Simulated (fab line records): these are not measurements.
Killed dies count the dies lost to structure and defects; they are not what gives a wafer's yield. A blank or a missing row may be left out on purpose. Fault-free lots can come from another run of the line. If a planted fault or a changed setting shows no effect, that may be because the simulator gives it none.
Matching of chambers ; flow berkeley_cmos170 ; UCB170_GATE_ETCH_15 on rie_si-01: 3 sister chambers
The step etches poly-Si in HBr/Cl2, stops on SiO2, time 56.3 s, target depth 278.2 nm. 14 wafers are shown with their chamber, then 4 later ones without.

== EACH WAFER AND ITS CHAMBER ==
wafer;chamber;drypump_motor_current_A (A);throttle_valve_pct (%);oes_product_au (a.u.)
L377.2;1;6.5;26.20;0.815
L377.4;2;5.6;26.42;0.825
L377.6;2;5.6;26.42;0.826
L379.2;1;6.5;26.20;0.822
L379.4;3;5.8;26.26;0.845
L379.6;3;5.7;26.27;0.846
L383.2;3;5.7;26.26;0.840
L383.5;2;5.6;26.42;0.825
L383.6;3;5.7;26.28;0.843
L385.1;1;6.5;26.18;0.823
L385.5;2;5.6;26.43;0.824
L385.6;3;5.8;26.28;0.835
L391.2;2;5.6;26.42;0.820
L391.4;3;5.7;26.27;0.832

SIGNATURES (means of the wafers above)
reading;chamber 1;chamber 2;chamber 3;scatter within a chamber
drypump_motor_current_A;6.500;5.600;5.733;0.0348
throttle_valve_pct;26.1933;26.4220;26.2700;0.00824
oes_product_au;0.82000;0.82400;0.84017;0.00446
Rule: a wafer's distance from a chamber is the root of the sum, over the readings, of the square of ((its reading less the chamber's mean) divided by the reading's scatter). The wafer belongs to the nearest chamber; if the next one is less than 2 further off, it can't be placed. How the scatter is found: for the shown wafers, subtract from each reading the mean of its chamber, square and add these, divide the total by (wafers less chambers), then take the root.

== WAFERS MISSING THEIR CHAMBER ==
wafer;drypump_motor_current_A (A);throttle_valve_pct (%);oes_product_au (a.u.)
L391.6;6.5;26.20;0.813
L394.3;5.7;26.27;0.846
L399.2;5.7;26.28;0.845
L399.3;6.5;26.19;0.820

== WHICH CHAMBER EACH ONE RAN IN ==
wafer;from the rows above;in truth
L391.6;1;1
L394.3;3;3
L399.2;3;3
L399.3;1;1
Correctly placed: 4 of 4. Number that these rows cannot place: 0. Number placed wrongly: 0.
